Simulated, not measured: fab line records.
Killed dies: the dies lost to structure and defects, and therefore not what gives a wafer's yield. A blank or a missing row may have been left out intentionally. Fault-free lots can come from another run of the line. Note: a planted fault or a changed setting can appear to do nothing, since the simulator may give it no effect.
What tool caused it? | flow berkeley_cmos170 | 14 lots, 42 wafers sampled, at 5 steps of a route of 331

== WHAT EACH GAUGE READ, for each wafer ==
UCB170_START_THK_MEAS_03.
lot  | measured    | on            | START_OXIDE_THK (nm)
L839 | day 1 14:30 | film_metro-03 | 19.7 19.8 19.7
L842 | day 2 08:04 | film_metro-01 | 20.1 19.9 20.0
L846 | day 3 04:50 | film_metro-01 | 19.5 19.8 19.9
L849 | day 3 17:32 | film_metro-01 | 19.1 19.4 19.1
L850 | day 3 23:01 | film_metro-02 | 20.3 20.5 20.5
L851 | day 4 05:13 | film_metro-02 | 19.5 19.7 19.6
L854 | day 4 17:37 | film_metro-03 | 20.1 20.1 20.0
L855 | day 5 02:13 | film_metro-02 | 19.9 19.7 19.9
L856 | day 5 02:13 | film_metro-03 | 19.2 19.4 19.2
L857 | day 5 14:27 | film_metro-01 | 19.7 19.8 19.6
L858 | day 5 14:27 | film_metro-02 | 20.0 19.5 19.7
L859 | day 5 19:53 | film_metro-01 | 20.6 20.4 20.4
L860 | day 5 23:39 | film_metro-03 | 20.1 20.2 20.5
L861 | day 6 03:44 | film_metro-03 | 20.0 20.0 20.0

UCB170_WELLDRIVE_THK_MEAS_02.
lot  | measured    | on            | WELLDRIVE_OXIDE_THK (nm)
L839 | day 3 05:02 | film_metro-01 | 203 201 200
L842 | day 4 06:18 | film_metro-01 | 203 201 201
L846 | day 5 09:31 | film_metro-01 | 200 200 202
L849 | day 6 08:43 | film_metro-03 | 219 217 219 219 217 219
L850 | day 6 08:43 | film_metro-04 | 213 215 219 213 215 219
L851 | day 6 15:30 | film_metro-01 | 203 198 203
L854 | day 6 22:46 | film_metro-04 | 199 197 200
L855 | day 7 08:07 | film_metro-04 | 196 196 196
L856 | day 7 08:07 | film_metro-03 | 201 199 199
L857 | day 7 16:58 | film_metro-03 | 193 195 194
L858 | day 7 20:28 | film_metro-04 | 201 203 204
L859 | day 7 23:57 | film_metro-04 | 207 201 201
L860 | day 7 20:29 | film_metro-03 | 199 198 201
L861 | day 8 04:43 | film_metro-04 | 205 202 201

UCB170_PVT_OVL_MEAS_06.
lot  | measured     | on         | PVT_OVL (nm)
L839 | day 6 00:48  | overlay-02 | -9 -11 -9
L842 | day 6 13:07  | overlay-01 | -6 1 -8
L846 | day 7 18:11  | overlay-02 | -9 -3 -4
L849 | day 8 13:04  | overlay-01 | 2 6 6
L850 | day 8 13:21  | overlay-01 | 1 0 0
L851 | day 8 12:35  | overlay-01 | 10 9 9
L854 | day 8 23:35  | overlay-02 | 1 3 7
L855 | day 9 14:20  | overlay-01 | 7 8 -6
L856 | day 9 14:21  | overlay-02 | 9 6 7
L857 | day 9 22:43  | overlay-01 | -5 0 0
L858 | day 10 04:28 | overlay-01 | -3 -1 4
L859 | day 10 04:17 | overlay-02 | 7 12 12
L860 | day 10 03:46 | overlay-02 | 9 6 0
L861 | day 10 03:45 | overlay-01 | 7 8 4

== WHICH TOOL RAN EACH LOT (tool, then ch and the chambers of the sampled wafers, then the start) ==
lot  | UCB170_ZERO_ETCH_06               | UCB170_WELLDRIVE_OXIDATION_01
L839 | rie_diel-03 ch 0,2,3, day 1 17:41 | furnace-02 ch 0, day 3 01:32
L842 | rie_diel-02 ch 1,2,3, day 2 12:20 | furnace-02 ch 0, day 4 02:48
L846 | rie_diel-02 ch 1,2, day 3 10:02   | furnace-01 ch 0, day 5 06:01
L849 | rie_diel-04 ch 0,2,3, day 3 23:57 | furnace-01 ch 0, day 6 05:13
L850 | rie_diel-04 ch 1,2,3, day 4 04:40 | furnace-01 ch 0, day 6 05:13
L851 | rie_diel-04 ch 1,2,3, day 4 12:41 | furnace-02 ch 0, day 6 11:59
L854 | rie_diel-02 ch 1,2,3, day 5 01:44 | furnace-03 ch 0, day 6 19:16
L855 | rie_diel-03 ch 2,3, day 5 13:23   | furnace-02 ch 0, day 7 04:36
L856 | rie_diel-03 ch 1,2, day 5 13:32   | furnace-02 ch 0, day 7 04:36
L857 | rie_diel-02 ch 1,2,3, day 5 23:37 | furnace-02 ch 0, day 7 13:27
L858 | rie_diel-03 ch 1,2, day 5 22:11   | furnace-02 ch 0, day 7 16:57
L859 | rie_diel-03 ch 2,3, day 6 01:48   | furnace-02 ch 0, day 7 20:27
L860 | rie_diel-03 ch 2,3, day 6 03:50   | furnace-02 ch 0, day 7 16:57
L861 | rie_diel-02 ch 0,3, day 6 09:32   | furnace-02 ch 0, day 8 01:12
- UCB170_ZERO_ETCH_06: etches SiO2 in CHF3/CF4/Ar, time 12 s.
- UCB170_WELLDRIVE_OXIDATION_01: target thk 199 nm, ox time 9000 s.

== WHAT THE TOOLS THEMSELVES READ (means of the sampled wafers that have a number; where no wafer has one, the mark that the record gives instead) ==
UCB170_ZERO_ETCH_06.
lot  | tool        | drypump_motor_current_A (A) | oes_product_au (a.u.) | rf_fwd_power_W (W) | throttle_valve_pct (%)
L839 | rie_diel-03 | 5.8                         | 0.611                 | 493                | 9.23
L842 | rie_diel-02 | 5.7                         | 0.619                 | 490                | 9.22
L846 | rie_diel-02 | 5.6                         | 0.619                 | 488                | 9.09
L849 | rie_diel-04 | 6.0                         | 0.613                 | 489                | 9.22
L850 | rie_diel-04 | 5.3                         | 0.613                 | 491                | 9.18
L851 | rie_diel-04 | 5.4                         | 0.612                 | 492                | 9.18
L854 | rie_diel-02 | 5.7                         | 0.617                 | 489                | 9.22
L855 | rie_diel-03 | 5.7                         | 0.616                 | 493                | 9.17
L856 | rie_diel-03 | 6.4                         | 0.625                 | 494                | 9.11
L857 | rie_diel-02 | 5.7                         | 0.623                 | 488                | 9.23
L858 | rie_diel-03 | 6.1                         | 0.626                 | 493                | 9.16
L859 | rie_diel-03 | 5.7                         | 0.617                 | 494                | 9.18
L860 | rie_diel-03 | 5.5                         | 0.620                 | 496                | 9.13
L861 | rie_diel-02 | 5.5                         | 0.612                 | 492                | 9.36

UCB170_WELLDRIVE_OXIDATION_01.
lot  | tool       | spike_tc_centre_C (C) | spike_tc_load_C (C) | spike_tc_source_C (C) | tube_center_temp_C (C) | tube_center_temp_C_max
L839 | furnace-02 | 1103.2                | 1128.5              | 1123.9                | 1100.2                 | 1102.9
L842 | furnace-02 | 1102.4                | 1128.1              | 1125.5                | 1100.1                 | 1102.9
L846 | furnace-01 | 1103.0                | 1130.8              | 1125.8                | 1100.1                 | 1102.8
L849 | furnace-01 | 1121.7                | 1150.9              | 1146.0                | 1119.9                 | 1122.6
L850 | furnace-01 | 1122.6                | 1150.9              | 1146.8                | 1120.0                 | 1122.4
L851 | furnace-02 | 1103.2                | 1127.2              | 1124.9                | 1100.0                 | 1102.6
L854 | furnace-03 | 1103.2                | 1129.1              | 1126.8                | 1100.1                 | 1102.8
L855 | furnace-02 | 1102.3                | 1127.9              | 1125.3                | 1099.9                 | 1103.0
L856 | furnace-02 | 1102.4                | 1128.7              | 1125.2                | 1100.0                 | 1103.0
L857 | furnace-02 | 1102.9                | 1126.5              | 1124.9                | 1100.0                 | 1102.5
L858 | furnace-02 | 1102.6                | 1128.0              | 1124.6                | 1099.9                 | 1102.7
L859 | furnace-02 | 1102.7                | 1126.5              | 1124.7                | 1100.1                 | 1102.8
L860 | furnace-02 | 1103.3                | 1127.3              | 1123.4                | 1100.0                 | 1102.3
L861 | furnace-02 | 1102.7                | 1129.4              | 1125.8                | 1100.0                 | 1102.3

== THE ANSWER, worked out from the rows above alone ==
Rule: what is usual is taken from the lots themselves. Put in order of their means at a reading, lots are off if they are a third of the lots or fewer, leave a main group of 4 or more, and stand apart from it by a gap of 3 or more times the standard deviation of the main group's means; of several such gaps the widest counts. The tables above print the reading to a certain number of digits; a main group whose means all agree to those digits is not used. A lot without any number at a reading at which 4 lots or more have one is off too. Any other lot the step has rows for is counted as sound. The gauges are gone through in route order, then the tools' own readings, and for those a lot's mean is taken as printed above. The first step at which some lot is off is used, and at that step the reading that is off furthest; a lot without a number counts as furthest.
Off: L849, L850, at UCB170_WELLDRIVE_THK_MEAS_02 (WELLDRIVE_OXIDE_THK). Mean 200 nm and standard deviation 2.6 in the main group.
A tool fits if, at a process step before that reading, it ran every lot that is off, and no sound lot after the first of them. Not tried: the gauges at UCB170_WELLDRIVE_THK_MEAS_02; whatever is off there is also off at UCB170_WELLDRIVE_OXIDATION_01, on other tools, and gauge error can't account for it. One candidate fits, namely furnace-01 at UCB170_WELLDRIVE_OXIDATION_01. Its last sound lot is L846 (day 5 06:01), its first lot that is off L849 (day 6 05:13): a fault that began between those two fits.
The tool's own readings at UCB170_WELLDRIVE_OXIDATION_01 bear it out: on the lots that are off they differ by more than 5 times the standard deviation of the sound lots' means. spike_tc_centre_C reads 1122.2 C there against 1102.8 C on the sound lots; spike_tc_load_C reads 1150.9 C there against 1128.2 C on the sound lots; spike_tc_source_C reads 1146.4 C there against 1125.1 C on the sound lots; tube_center_temp_C reads 1120.0 C there against 1100.0 C on the sound lots; tube_center_temp_C_max reads 1122.5 there against 1102.7 on the sound lots.

== WHAT THE SIMULATOR HAD INSERTED ==
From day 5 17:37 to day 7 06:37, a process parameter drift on furnace-01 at UCB170_WELLDRIVE_OXIDATION_01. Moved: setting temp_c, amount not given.
Lots struck among those shown: L849, L850. The rule given above showed the same thing.
